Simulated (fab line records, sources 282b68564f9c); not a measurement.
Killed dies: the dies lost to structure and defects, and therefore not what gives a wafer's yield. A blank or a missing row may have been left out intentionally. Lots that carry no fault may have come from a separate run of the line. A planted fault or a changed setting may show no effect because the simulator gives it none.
Which tool was responsible?    flow rit_cmos    13 lots with 39 wafers sampled at 2 steps, on a route of 202 steps

## WHAT THE GAUGES SHOWED, per wafer
RIT_CONTACT_THK_MEAS_01.
lot   measured     on             CONTACT_TEOS_THK (nm)
L804  day 3 02:41  film_metro-04  391 392 397
L806  day 3 13:33  film_metro-04  394 395 403
L807  day 3 19:50  film_metro-01  395 400 401
L813  day 4 23:27  film_metro-04  395 390 403
L815  day 5 09:55  film_metro-01  410 400 443 410 400 443
L816  day 5 19:29  film_metro-02  390 398 397
L817  day 5 21:29  film_metro-04  398 404 393
L820  day 6 11:07  film_metro-04  391 391 406
L822  day 6 21:59  film_metro-04  400 403 408
L823  day 7 03:14  film_metro-04  403 395 412
L825  day 7 11:28  film_metro-04  393 398 402
L826  day 7 16:59  film_metro-02  403 397 393
L827  day 7 22:31  film_metro-04  397 392 402

## WHICH TOOL RAN EACH LOT (tool, then ch and the chambers of the sampled wafers, then the start)
lot   RIT_CONTACT_CVD_00
L804  pecvd-01 ch 1,2, day 3 02:38
L806  pecvd-03 ch 0,1,2, day 3 13:30
L807  pecvd-01 ch 1, day 3 19:45
L813  pecvd-01 ch 1,2, day 4 23:24
L815  pecvd-03 ch 0,1,2, day 5 09:51
L816  pecvd-01 ch 0,2, day 5 19:26
L817  pecvd-04 ch 0,1, day 5 21:25
L820  pecvd-04 ch 0,1, day 6 11:03
L822  pecvd-01 ch 0,1, day 6 21:55
L823  pecvd-04 ch 0,1, day 7 03:10
L825  pecvd-01 ch 0,1,2, day 7 11:24
L826  pecvd-04 ch 0,1,2, day 7 16:55
L827  pecvd-03 ch 0,1, day 7 22:28
- RIT_CONTACT_CVD_00: deposits SiO2 from TEOS, target thk 400 nm, time 61 s.

## AS READ BY THE TOOLS THEMSELVES (means over the sampled wafers that have a number; for cases with no such wafer, the mark the record gives instead)
RIT_CONTACT_CVD_00.
lot   tool      heater_power_w (W)  run_length_s (s)
L804  pecvd-01  264                 88.6
L806  pecvd-03  266                 89.2
L807  pecvd-01  207                 88.8
L813  pecvd-01  253                 88.6
L815  pecvd-03  264                 91.0
L816  pecvd-01  302                 89.0
L817  pecvd-04  282                 88.7
L820  pecvd-04  249                 88.8
L822  pecvd-01  272                 89.1
L823  pecvd-04  293                 88.9
L825  pecvd-01  270                 88.9
L826  pecvd-04  365                 88.6
L827  pecvd-03  283                 89.7

## THE ANSWER, worked out from the rows above alone
Rule: what is usual is taken from the lots themselves. Put in order of their means at a reading, lots are off if they are a third of the lots or fewer, leave a main group of 4 or more, and stand apart from it by a gap of 3 or more times the standard deviation of the main group's means; of several such gaps the widest counts. If all means in a main group match to the digits the tables above print for the reading, that group is not used. Also off: a lot with no number at a reading for which 4 or more lots have one. All remaining lots with rows at the step are treated as sound. The gauges are gone through in route order, then the tools' own readings, and for those a lot's mean is taken as printed above. At the first step where some lot is off, the reading lying furthest off is the one used; lots without a number count as furthest.
Off: L815, at RIT_CONTACT_THK_MEAS_01 (CONTACT_TEOS_THK). The main group has a mean of 398 nm with a standard deviation of 2.9.
If a tool, at a process step before that reading, ran all the lots that are off and no sound lot after the first of them, it fits. The gauges at RIT_CONTACT_THK_MEAS_01 aren't tried: what is off there is off at RIT_CONTACT_CVD_00 too, on other tools, and a gauge's error can't cause that. Of those tried, none fits.

## WHAT WAS PUT IN BY THE SIMULATOR
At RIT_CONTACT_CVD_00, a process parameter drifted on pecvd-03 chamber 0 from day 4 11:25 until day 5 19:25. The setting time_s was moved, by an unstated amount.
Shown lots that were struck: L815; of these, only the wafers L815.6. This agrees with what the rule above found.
